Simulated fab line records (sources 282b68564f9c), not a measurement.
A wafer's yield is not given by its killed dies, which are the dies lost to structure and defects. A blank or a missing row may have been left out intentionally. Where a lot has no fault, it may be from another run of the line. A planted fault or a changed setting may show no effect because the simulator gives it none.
Which tool did it? | flow rit-cmos | 14 lots (42 wafers sampled), 1 step of a 202-step route

## WHAT THE GAUGES READ, wafer by wafer
The record lacks any reading of a measuring or inspecting step that a usual standard deviation could be used to judge.

## WHAT TOOL EACH LOT RAN ON (gives the tool, then ch and the chambers of the sampled wafers, and finally the start)
lot  | RIT_GATE_EXPOSE_13
L941 | iline-stepper-01 ch 0, day 2 12:23
L943 | iline-stepper-02 ch 0, day 2 23:01
L945 | iline-stepper-02 ch 0, day 3 07:34
L946 | iline-stepper-02 ch 0, day 3 14:00
L950 | iline-stepper-01 ch 0, day 4 08:57
L951 | iline-stepper-02 ch 0, day 4 14:43
L956 | iline-stepper-02, day 5 19:04
L957 | iline-stepper-02, day 5 21:30
L958 | iline-stepper-02 ch 0, day 6 01:05
L960 | iline-stepper-01 ch 0, day 6 12:17
L961 | iline-stepper-01 ch 0, day 6 20:53
L962 | iline-stepper-02 ch 0, day 7 01:31
L963 | iline-stepper-02 ch 0, day 7 02:58
L964 | iline-stepper-01 ch 0, day 7 09:31
- RIT_GATE_EXPOSE_13: exposes mask M6, target cd 150 nm.

## AS READ BY THE TOOLS THEMSELVES (means over the sampled wafers that have a number; for cases with no such wafer, the mark the record gives instead)
RIT_GATE_EXPOSE_13.
lot  | tool             | exposure-dose-mJ-cm2 | focus-offset-nm (nm)
L941 | iline-stepper-01 | 380.3                | 0.2
L943 | iline-stepper-02 | 380.3                | -0.2
L945 | iline-stepper-02 | 379.9                | -0.4
L946 | iline-stepper-02 | 380.3                | -0.0
L950 | iline-stepper-01 | 379.7                | 0.1
L951 | iline-stepper-02 | 380.1                | 0.3
L956 | iline-stepper-02 | -                    | -
L957 | iline-stepper-02 | -                    | -
L958 | iline-stepper-02 | 380.1                | 0.1
L960 | iline-stepper-01 | 380.5                | -0.0
L961 | iline-stepper-01 | 379.8                | 0.1
L962 | iline-stepper-02 | 379.9                | 0.2
L963 | iline-stepper-02 | 380.2                | 0.1
L964 | iline-stepper-01 | 380.6                | 0.5

## THE ANSWER, worked out from the rows above alone
Rule: the lots themselves supply what counts as usual. Put in order of their means at a reading, lots are off if they are a third of the lots or fewer, leave a main group of 4 or more, and stand apart from it by a gap of 3 or more times the standard deviation of the main group's means; of several such gaps the widest counts. The tables above print the reading to a certain number of digits; a main group whose means all agree to those digits is not used. Also off: a lot with no number at a reading for which 4 or more lots have one. Where the step has rows for the other lots, those lots are counted as sound. Order of review: gauges by route order, followed by the tools' own readings, for which a lot's mean as printed above is used. At the first step where some lot is off, the reading lying furthest off is the one used; lots without a number count as furthest.
Off: L956, L957, at RIT_GATE_EXPOSE_13 (exposure-dose-mJ-cm2). Without a number there: L956, L957. Main group: mean 380.1, sd 0.27.
A tool fits if, at that step or a process step before it, it ran every lot that is off, and no sound lot after the first of them. Not one of the candidates tried fits.

## WHAT THE SIMULATOR HAD PUT IN
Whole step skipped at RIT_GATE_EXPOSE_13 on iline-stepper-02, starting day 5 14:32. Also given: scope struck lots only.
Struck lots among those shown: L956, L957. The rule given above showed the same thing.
